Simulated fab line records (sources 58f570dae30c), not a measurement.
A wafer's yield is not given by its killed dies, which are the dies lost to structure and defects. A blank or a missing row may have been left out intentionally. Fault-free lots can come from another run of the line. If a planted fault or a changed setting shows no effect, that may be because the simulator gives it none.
Split-lot study / flow berkeley_cmos170 / route with 331 steps; 5 lots, 23 wafers read

ON THE SPLIT
At UCB170_NSD_IMPLANT_08, the setting dose_cm2 was moved away from the recipe's 3e+15 on 6 of the 23 wafers read, by +2.8% to +6.4%. For the rest of the wafers, this setting stayed at what the recipe calls for.

FROM THE SPLIT TO THE READING: what the file shows between them, 5 steps
- UCB170_NSD_STRIP_09: strips in O2
- UCB170_BACKSIDE_HMDS_00: prime time 60 s (also split here: prime_time_s)
- UCB170_BACKSIDE_COAT_01: resist thk 900 nm
- UCB170_BACKSIDE_SOFTBAKE_02: time 60 s
- UCB170_SDANNEAL_RTA_01: time 5 s

THE READING
NSD_RS (ohm/sq), read at UCB170_SDANNEAL_RS_MEAS_03 with a four-point probe. Typical for fault-free wafers on this fab line: 37.30 ohm/sq, with standard deviation 0.068 ohm/sq.

wafer=L074.1; tool, chamber at the split=implanter-04, 0; dose_cm2 as run=3e+15; against the recipe=recipe; NSD_RS, ohm/sq=37.28; against lot-mates on the recipe=-
wafer=L074.2; tool, chamber at the split=implanter-04, 0; dose_cm2 as run=3e+15; against the recipe=recipe; NSD_RS, ohm/sq=37.31; against lot-mates on the recipe=-
wafer=L074.4; tool, chamber at the split=implanter-04, 0; dose_cm2 as run=3e+15; against the recipe=recipe; NSD_RS, ohm/sq=37.30; against lot-mates on the recipe=-
wafer=L074.5; tool, chamber at the split=implanter-04, 0; dose_cm2 as run=3e+15; against the recipe=recipe; NSD_RS, ohm/sq=37.40; against lot-mates on the recipe=-
wafer=L074.6; tool, chamber at the split=implanter-04, 0; dose_cm2 as run=3e+15; against the recipe=recipe; NSD_RS, ohm/sq=37.26; against lot-mates on the recipe=-
wafer=L075.1; tool, chamber at the split=implanter-03, 0; dose_cm2 as run=3.083e+15; against the recipe=+2.8%; NSD_RS, ohm/sq=36.80; against lot-mates on the recipe=-0.48
wafer=L075.2; tool, chamber at the split=implanter-03, 0; dose_cm2 as run=3.083e+15; against the recipe=+2.8%; NSD_RS, ohm/sq=36.89; against lot-mates on the recipe=-0.38
wafer=L075.4; tool, chamber at the split=implanter-03, 0; dose_cm2 as run=3e+15; against the recipe=recipe; NSD_RS, ohm/sq=37.30; against lot-mates on the recipe=-
wafer=L075.5; tool, chamber at the split=implanter-03, 0; dose_cm2 as run=3.083e+15; against the recipe=+2.8%; NSD_RS, ohm/sq=36.78; against lot-mates on the recipe=-0.49
wafer=L075.6; tool, chamber at the split=implanter-03, 0; dose_cm2 as run=3e+15; against the recipe=recipe; NSD_RS, ohm/sq=37.25; against lot-mates on the recipe=-
wafer=L078.1; tool, chamber at the split=implanter-01, 0; dose_cm2 as run=3.191e+15; against the recipe=+6.4%; NSD_RS, ohm/sq=36.34; against lot-mates on the recipe=-1.05
wafer=L078.3; tool, chamber at the split=implanter-01, 0; dose_cm2 as run=3.191e+15; against the recipe=+6.4%; NSD_RS, ohm/sq=36.31; against lot-mates on the recipe=-1.08
wafer=L078.4; tool, chamber at the split=implanter-01, 0; dose_cm2 as run=3e+15; against the recipe=recipe; NSD_RS, ohm/sq=37.38; against lot-mates on the recipe=-
wafer=L078.5; tool, chamber at the split=implanter-01, 0; dose_cm2 as run=3e+15; against the recipe=recipe; NSD_RS, ohm/sq=37.39; against lot-mates on the recipe=-
wafer=L078.6; tool, chamber at the split=implanter-01, 0; dose_cm2 as run=3.191e+15; against the recipe=+6.4%; NSD_RS, ohm/sq=36.36; against lot-mates on the recipe=-1.03
wafer=L079.2; tool, chamber at the split=implanter-03, 0; dose_cm2 as run=3e+15; against the recipe=recipe; NSD_RS, ohm/sq=37.26; against lot-mates on the recipe=-
wafer=L079.4; tool, chamber at the split=implanter-03, 0; dose_cm2 as run=3e+15; against the recipe=recipe; NSD_RS, ohm/sq=37.28; against lot-mates on the recipe=-
wafer=L079.5; tool, chamber at the split=implanter-03, 0; dose_cm2 as run=3e+15; against the recipe=recipe; NSD_RS, ohm/sq=37.35; against lot-mates on the recipe=-
wafer=L083.2; tool, chamber at the split=implanter-01, 0; dose_cm2 as run=3e+15; against the recipe=recipe; NSD_RS, ohm/sq=37.28; against lot-mates on the recipe=-
wafer=L083.3; tool, chamber at the split=implanter-01, 0; dose_cm2 as run=3e+15; against the recipe=recipe; NSD_RS, ohm/sq=37.22; against lot-mates on the recipe=-
wafer=L083.4; tool, chamber at the split=implanter-01, 0; dose_cm2 as run=3e+15; against the recipe=recipe; NSD_RS, ohm/sq=37.31; against lot-mates on the recipe=-
wafer=L083.5; tool, chamber at the split=implanter-01, 0; dose_cm2 as run=3e+15; against the recipe=recipe; NSD_RS, ohm/sq=37.19; against lot-mates on the recipe=-
wafer=L083.6; tool, chamber at the split=implanter-01, 0; dose_cm2 as run=3e+15; against the recipe=recipe; NSD_RS, ohm/sq=37.14; against lot-mates on the recipe=-

THE FIT
A straight line over all 23 wafers: NSD_RS changes by -0.152 ohm/sq for each +1% of dose_cm2; r = -0.98; the points scatter about the line by 0.066 ohm/sq.
The same after taking each lot's own level away (the mean of its wafers on the recipe; 23 wafers): -0.164 ohm/sq for each +1%; r = -0.99; scatter 0.046 ohm/sq.
That fit puts the effect of the largest move of dose_cm2 on the reading at 1 ohm/sq.
Across the lots, their own levels run from 37.228 to 37.385 ohm/sq, a range of 2.3 times the standard deviation given above.
Consequently the slope shifts little with the lot-to-lot level, the two slopes agreeing.
Check: for one of the wafers moved furthest among these (+6.4%), held out of the fit, the line's prediction against its lot-mates is -1.05 ohm/sq. It came out at -1.05 ohm/sq against them.

FURTHER SPLITS ON THESE WAFERS
These wafers also went through other splits before the reading. Each is held against what the fit with the lots' levels taken away leaves over:
other split on the same wafers=UCB170_BACKSIDE_HMDS_00 prime_time_s; wafers away from the commonest value=7; r with NSD_RS (lot level and that fit taken away)=-0.21

THE WHOLE CHAIN: every reading that the file lists as answering this split, in the file's order
step=UCB170_NSD_STRIP_09; what it does=strips in O2; reading=strip_time_to_endpoint_s; change (the file's fit)=withheld for each +1% of the setting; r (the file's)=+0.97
step=UCB170_SDANNEAL_RS_MEAS_03; what it does=measures by four-point-probe; reading=NSD_RS; change (the file's fit)=-0.165 for each +1% of the setting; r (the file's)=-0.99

FILE'S OWN FIT
NSD_RS changes by -0.165 ohm/sq for each +1% of dose_cm2, r = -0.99.
